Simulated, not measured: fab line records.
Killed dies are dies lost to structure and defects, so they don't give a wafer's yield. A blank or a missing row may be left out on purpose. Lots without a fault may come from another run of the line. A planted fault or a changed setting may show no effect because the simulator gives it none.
fab line records + flow rit-cmos
record:
- lots: 15
- wafers: 45
- last-day: 8
route steps=202 shown ACTIVE@9
lots that met no fault: from a run of the same line without faults
start-h: start of the lot's first displayed wafer, in hours after the record's first day + wait-h: time in hours since the lot's previous step + " same as the row above + L1.1+2: one row covering several wafers at once + - no value present, or no start provided + * or withheld: withheld + < > ~ a bound
route shown NAME@n: NAME is a module with steps in the file, n the number in the route of the first one + usual: mean/standard deviation of fault-free wafers + same: alike in all rows + chamber/n: place in a boat + sites: each site's reading + _std_site: the values' standard deviation + _edge_site: outer sites' mean less inner sites' + radius-mm: how far each site lies from the wafer's centre + mask NAME#n: copy n + behind: tool/chamber where the wafer was last shaped + hold: reason for holding the lot/hours on hold/outcome of the hold + device: names the non-switching transistor (n, p or np) + end of line: tests run on the same wafers once the route is complete + a step without rows: its recipe alone + killed: at the first sort, the dies lost to defects and structure; wafer yield is something else + map: per-die view of a wafer (x killed, . not killed, _ where there is no die)
set.NAME: the setting as run; set.NAME@STEP: as run at that earlier step + model.NAME: the simulator's own value behind a step, which no gauge read
the route's steps for a sample of lots (tables are steps, rows are wafers)
services: from which hour (start-h, from the record's first day; less than 0 if before it) a tool's chamber was out of use, for how many hours, and why
== steps ==
step: RIT_ACTIVE_EXPOSE_08
recipe:
- mask-id: M1
- na: 0.6
- source-shape: conventional
- sigma-outer: 0.6
- target-cd-nm: 1400
- dose-mj: 225
usual:
- exposure-dose-mJ-cm2: 223.34/0.21
- focus-offset-nm: 0.1/0.6
| lot.wafer | tool             | chamber | start-h | wait-h | mask | exposure-dose-mJ-cm2 | focus-offset-nm |
|-----------|------------------|---------|---------|--------|------|----------------------|-----------------|
| L786.1    | iline-stepper-02 | 0       | 20.60   | 0.1    | M1#0 | 223.21               | 0.7             |
| L786.2    | "                | 0       | "       | "      | M1#0 | 223.54               | 0.0             |
| L786.4    | "                | 0       | "       | "      | M1#0 | 223.61               | 0.2             |
| L787.2    | iline-stepper-02 | 0       | 25.10   | 0.1    | M1#0 | 223.19               | 0.9             |
| L787.3    | "                | 0       | "       | "      | M1#0 | 223.14               | 0.5             |
| L787.4    | "                | 0       | "       | "      | M1#0 | 223.21               | 0.6             |
| L788.4    | iline-stepper-02 | 0       | 29.22   | 0.1    | M1#0 | 223.23               | -0.4            |
| L788.5    | "                | 0       | "       | "      | M1#0 | 223.21               | 0.3             |
| L788.6    | "                | 0       | "       | "      | M1#0 | 223.22               | -0.2            |
| L789.1    | iline-stepper-02 | 0       | 34.84   | 0.1    | M1#0 | 223.22               | -0.6            |
| L789.3    | "                | 0       | "       | "      | M1#0 | 223.55               | -0.2            |
| L789.6    | "                | 0       | "       | "      | M1#0 | 223.26               | -0.6            |
| L792.1    | iline-stepper-02 | 0       | 50.33   | 0.2    | M1#0 | 223.35               | -0.8            |
| L792.2    | "                | 0       | "       | "      | M1#0 | 223.18               | 0.2             |
| L792.5    | "                | 0       | "       | "      | M1#0 | 223.07               | -0.4            |
| L793.1    | iline-stepper-02 | 0       | 54.04   | 0.1    | M1#0 | 223.30               | 1.3             |
| L793.5    | "                | 0       | "       | "      | M1#0 | 223.33               | 1.2             |
| L793.6    | "                | 0       | "       | "      | M1#0 | 223.41               | 1.1             |
| L795.1    | iline-stepper-01 | 0       | 64.53   | 0.1    | M1#0 | 223.45               | 1.2             |
| L795.4    | "                | 0       | "       | "      | M1#0 | 223.23               | 0.7             |
| L795.6    | "                | 0       | "       | "      | M1#0 | 223.39               | 0.9             |
| L796.1    | iline-stepper-01 | -       | 69.49   | 0.1    | M1#0 | -                    | -               |
| L796.5    | "                | -       | "       | "      | M1#0 | -                    | -               |
| L796.6    | "                | -       | "       | "      | M1#0 | -                    | -               |
| L797.1    | iline-stepper-01 | -       | 77.76   | 0.1    | M1#0 | -                    | -               |
| L797.3    | "                | -       | "       | "      | M1#0 | -                    | -               |
| L797.6    | "                | -       | "       | "      | M1#0 | -                    | -               |
| L798.4    | iline-stepper-01 | -       | 81.31   | 0.1    | M1#0 | -                    | -               |
| L798.5    | "                | -       | "       | "      | M1#0 | -                    | -               |
| L798.6    | "                | -       | "       | "      | M1#0 | -                    | -               |
| L804.4    | iline-stepper-01 | 0       | 113.51  | 0.2    | M1#0 | 223.18               | 0.0             |
| L804.5    | "                | 0       | "       | "      | M1#0 | 223.30               | -0.6            |
| L804.6    | "                | 0       | "       | "      | M1#0 | 223.23               | 0.4             |
| L805.2    | iline-stepper-01 | 0       | 119.85  | 0.1    | M1#0 | 223.28               | 0.8             |
| L805.5    | "                | 0       | "       | "      | M1#0 | 223.41               | 0.6             |
| L805.6    | "                | 0       | "       | "      | M1#0 | 223.25               | 1.1             |
| L806.2    | iline-stepper-02 | 0       | 120.09  | 0.4    | M1#0 | 223.49               | 0.2             |
| L806.4    | "                | 0       | "       | "      | M1#0 | 223.63               | -0.2            |
| L806.6    | "                | 0       | "       | "      | M1#0 | 223.60               | 0.0             |
| L807.4    | iline-stepper-01 | 0       | 129.24  | 0.2    | M1#0 | 223.24               | -0.2            |
| L807.5    | "                | 0       | "       | "      | M1#0 | 223.78               | -0.8            |
| L807.6    | "                | 0       | "       | "      | M1#0 | 223.65               | -0.4            |
| L808.1    | iline-stepper-02 | 0       | 129.42  | 0.3    | M1#0 | 223.54               | -0.7            |
| L808.4    | "                | 0       | "       | "      | M1#0 | 223.44               | -0.3            |
| L808.6    | "                | 0       | "       | "      | M1#0 | 223.46               | -0.5            |
== services ==
| tool             | chamber | start-h | hours | kind |
|------------------|---------|---------|-------|------|
| iline-stepper-01 | -       | 57.30   | 1.7   | pm   |
== key ==
first-sign:
- step: RIT_ACTIVE_EXPOSE_08
- reading: tool-record
- direction: missing
effect none on later readings
met-at RIT_ACTIVE_EXPOSE_08
struck-lots L796,L797,L798
later-rows-left-out L796.1,L796.5,L796.6,L797.1,L797.3,L797.6,L798.4,L798.5,L798.6
sort-left-out L796.1,L796.5,L796.6,L797.1,L797.3,L797.6,L798.4,L798.5,L798.6
tester-left-out L796,L797,L798
onset-between 64.53 69.49
fault:
- kind: skipped-step-whole
- tool: iline-stepper-01
- chamber: -
- onset-h: 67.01
- steps: RIT_ACTIVE_EXPOSE_08
- scope: struck-lots-only
tester-left-out: of these lots the tester's yield and bins aren't shown, on N5 and GAA mostly nor the transistor test; their killed dies are dies lost to structure and defects alone, not to doping, threshold or leakage, so they don't give the yield
sort-left-out: the simulated sort isn't trusted on such a fault, so these wafers' sort isn't shown, and their yield isn't known
later-rows-left-out: the simulator's readings of these wafers behind a module that went badly wrong aren't trusted and aren't shown, but for the sort
